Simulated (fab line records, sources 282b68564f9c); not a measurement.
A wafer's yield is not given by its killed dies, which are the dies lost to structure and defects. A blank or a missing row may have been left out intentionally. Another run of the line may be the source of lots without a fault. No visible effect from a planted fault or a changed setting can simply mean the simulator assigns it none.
Struck lot and sound lot, side by side	flow ritCmos	20 out of 202 route steps
Sound: these wafers, L628.2, L628.3, L628.5. Wafers struck: L635.1, L635.5, L635.6. The cause is given at the end.
Order at every step that has rows: each side's tool, ch and its chambers, its first start. Under that, the readings that differ: sound wafers	struck wafers	difference of the means	sigmas: that difference in standard deviations of wafers without a fault.
alike: a reading whose means differ by less than 2 such deviations, as well as words and numbers matching on both sides. not compared: withheld readings; readings where some wafer has no value; bounds like >300 that might hide an equal value; numbers whose values overlap and for which the record gives no deviation.
The two part at a step that has a row with sigmas, a row that says differs or no value, or rows on one side only. Non-overlapping numbers with no deviation appear without sigmas and do not part them. Lack of a reading on every wafer of one side parts them only where that side has two or more wafers.

first, 2 steps without rows for these wafers: RIT_NWELL_HARDBAKE_07 (time 120 s); RIT_NWELL_IMPLANT_08.
RIT_NWELL_STRIP_09: strips in O2, time 180 s.
  sound on plasmaAsher-04 ch 1, day 3 04:59; struck on plasmaAsher-04 ch 0,1, day 4 15:05
  alike: drypumpMotorCurrentA, o2FlowSccm
  not compared: rfHoursCounterH
RIT_NWELL_TW_MEAS_10:
  sound on filmMetro-04 at day 3 05:11; struck on filmMetro-01 at day 4 15:16
  alike: NWELL_TW
then, 6 steps without rows for these wafers: RIT_PWELL_HMDS_00 (prime time 60 s); RIT_PWELL_COAT_01 (resist thk 1300 nm); RIT_PWELL_SOFTBAKE_02 (time 60 s); RIT_PWELL_EXPOSE_03 (exposes mask M3, target cd 43700 nm); RIT_PWELL_PEB_04; RIT_PWELL_DEVELOP_05 (develop time 68 s).
RIT_PWELL_OVL_MEAS_06:
  sound on overlay-02 at day 3 06:07; struck on overlay-01 at day 4 16:20
  alike: PWELL_OVL
then, 1 step without rows for these wafers: RIT_PWELL_HARDBAKE_07 (time 120 s).
RIT_PWELL_IMPLANT_08:
  sound on implanter-02 ch 0, day 3 06:25; struck on implanter-02 ch 0, day 4 16:37
reading	sound	struck	difference	sigmas
doseIonsCm2	6.994e+13 6.996e+13 7.004e+13	9.101e+13 9.098e+13 9.097e+13	+2.101e+13	+99 or more
faradayCurrentUA	217 224 222	287 285 283	+64	+15
RIT_PWELL_STRIP_09: strips in O2, time 180 s.
  sound on plasmaAsher-02 ch 0,1, day 3 06:32; struck on plasmaAsher-04 ch 0,1, day 4 16:46
  alike: drypumpMotorCurrentA, o2FlowSccm
  not compared: rfHoursCounterH
RIT_PWELL_TW_MEAS_10:
  sound on filmMetro-02 at day 3 06:44; struck on filmMetro-04 at day 4 16:56
reading	sound	struck	difference	sigmas
PWELL_TW	958 958 956	1042 1040 1039	+83	+17
then, 1 step without rows for these wafers: RIT_WELLDRIVE_ANNEAL_00 (time 14700 s).
RIT_WELLDRIVE_RS_MEAS_01: a four-point-probe measurement.
  sound on filmMetro-02 at day 3 11:53; struck on filmMetro-02 at day 4 23:37
  alike: NWELL_RS
RIT_WELLDRIVE_RS_MEAS_02: a four-point-probe measurement.
  sound on filmMetro-02 at day 3 12:00; struck on filmMetro-02 at day 4 23:44
reading	sound	struck	difference	sigmas
PWELL_RS (ohm/sq)	431.4 430.5 430.3	364.9 364.5 364.3	-66.2	-60
then, 1 step without rows for these wafers: RIT_NRETRO_HMDS_00 (prime time 60 s).
RIT_M1_PROBE_99:
  sound on prober-01 at day 4 20:32; struck on prober-01 at day 6 06:28
reading	sound	struck	difference	sigmas
model.etest.nmos_0p3.rOnOhmUm	2164 2158 2131	2280 2283 2332	+147	
model.etest.nmos_0p15.rOnOhmUm	1096 1139 1084	1174 1171 1191	+72	
model.etest.pwellPinched.rsOhmSq	459.8 468.8 464.2	387.1 385.8 385.4	-78.2	
model.etest.pwell.rsOhmSq	416.2 418.9 417.6	351.3 349.4 350.2	-67.3	
model.etest.nmosTurned.driveUaUm	326.5 327.6 332.9	283 278.3 279	-49	
model.etest.nmos_0p15.driveUaUm	473.4 461.3 468.7	427.8 418.8 415.5	-47.1	
model.etest.nmosNarrow.driveUaUm	220.4 223.5 223.3	202 197.8 194.7	-24	
model.etest.nmos_0p3.driveUaUm	218.1 221.4 218.9	202.1 197.3 197.2	-20.6	
  alike: killedAtFrontEnd, killedDies, killedOpen, killedShort

== WHERE THEY PART ==
Earliest at RIT_PWELL_IMPLANT_08; latest, in this record, at RIT_WELLDRIVE_RS_MEAS_02. Later steps at which nothing parts them and some readings are alike: RIT_M1_PROBE_99.

WHY: what the simulator had put in
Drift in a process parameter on implanter-02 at RIT_PWELL_IMPLANT_08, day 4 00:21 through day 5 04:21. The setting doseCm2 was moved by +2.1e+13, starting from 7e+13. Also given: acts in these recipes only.
